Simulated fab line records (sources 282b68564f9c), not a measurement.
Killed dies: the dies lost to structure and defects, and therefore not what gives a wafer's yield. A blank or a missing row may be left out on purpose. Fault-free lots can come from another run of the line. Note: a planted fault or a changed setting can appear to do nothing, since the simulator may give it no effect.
2 desks looking at one fault + flow rit-cmos + each desk holds nothing but its own numbers, with what lay behind them at the end

== AT THE METROLOGY DESK ==
What the gauges read for every lot (on any tool): the sampled wafers with a number, averaged. Any lot whose mean is over 4 standard deviations away from the usual mean is out of limits and marked OUT; that distance is given in the brackets.
Columns: A = cd-nm at RIT_M1_CD_MEAS_90, usual 2599.9 nm
| lot  | first seen here | A                 |
|------|-----------------|-------------------|
| L413 | day 3 17:32     | 2600.3            |
| L414 | day 3 22:31     | 2599.2            |
| L416 | day 4 09:06     | 2599.4            |
| L418 | day 4 19:02     | 2599.5            |
| L419 | day 4 23:40     | 2596.4            |
| L420 | day 5 05:30     | 2603.8            |
| L421 | day 5 10:25     | 2605.4            |
| L422 | day 5 13:41     | 2601.5            |
| L428 | day 6 19:59     | 2588.8 (-4.1) OUT |
| L429 | day 7 00:43     | 2602.3            |
| L430 | day 7 07:27     | 2586.4 (-5.0) OUT |
| L431 | day 7 15:45     | 2601.5            |
| L432 | day 7 20:55     | 2594.7            |
| L434 | day 8 04:15     | 2603.0            |
This desk finds L428, L430 out of limits, L428 being first, at day 6 19:59 (cd-nm at RIT_M1_CD_MEAS_90). Within limits: L413, L414, L416, L418, L419, L420, L421, L422, L429, L431, L432, L434.

== AT THE TOOL OWNER'S DESK: rie-metal-01 ==
The tool's own readings at RIT_M1_METAL_ETCH_12 (etches Al in Cl2/BCl3, stops on SiO2, time 165 s, target depth 600 nm): means of the sampled wafers that have a number, for each lot that ran on this tool. Any lot whose mean is over 4 standard deviations away from the usual mean is out of limits and marked OUT; that distance is given in the brackets.
Columns: A = bcl3-flow-sccm at RIT_M1_METAL_ETCH_12, usual 50.00 sccm; B = drypump-motor-current-A at RIT_M1_METAL_ETCH_12, usual 6.04 A; C = oes-product-au at RIT_M1_METAL_ETCH_12, usual 0.776 a.u.; D = throttle-valve-pct at RIT_M1_METAL_ETCH_12, usual 8.30 %
| lot  | first seen here | A     | B    | C                | D    |
|------|-----------------|-------|------|------------------|------|
| L413 | day 3 16:59     | 49.81 | 5.96 | 0.781            | 8.24 |
| L416 | day 4 08:31     | 49.89 | 6.01 | 0.778            | 8.23 |
| L419 | day 4 23:10     | 49.84 | 6.01 | 0.772            | 8.23 |
| L422 | day 5 13:11     | 49.97 | 6.03 | 0.770            | 8.23 |
| L428 | day 6 19:29     | 49.92 | 5.99 | 0.640 (-9.7) OUT | 8.27 |
| L430 | day 7 06:57     | 50.00 | 6.02 | 0.636 (-10) OUT  | 8.25 |
This desk finds L428, L430 out of limits, L428 being first, at day 6 19:29 (oes-product-au at RIT_M1_METAL_ETCH_12). Within limits: L413, L416, L419, L422.

== ALL TOGETHER ==
At day 6 19:29, on L428, L430, the tool owner's desk was in a position to raise an alarm.
At day 6 19:59 the metrology desk could have sounded an alarm, on L428, L430.
RIT_M1_METAL_ETCH_12 was run on rie-metal-01 by each of the lots named.

== WHAT HAD BEEN PUT IN BY THE SIMULATOR ==
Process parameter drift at RIT_M1_METAL_ETCH_12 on rie-metal-01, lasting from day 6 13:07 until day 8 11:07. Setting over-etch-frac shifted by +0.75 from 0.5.
Shown lots that were struck: L428, L430.
Delay (hours) between the fault's onset and each desk's first out-of-limits reading: 6 at the tool owner's desk, 7 at the metrology desk.
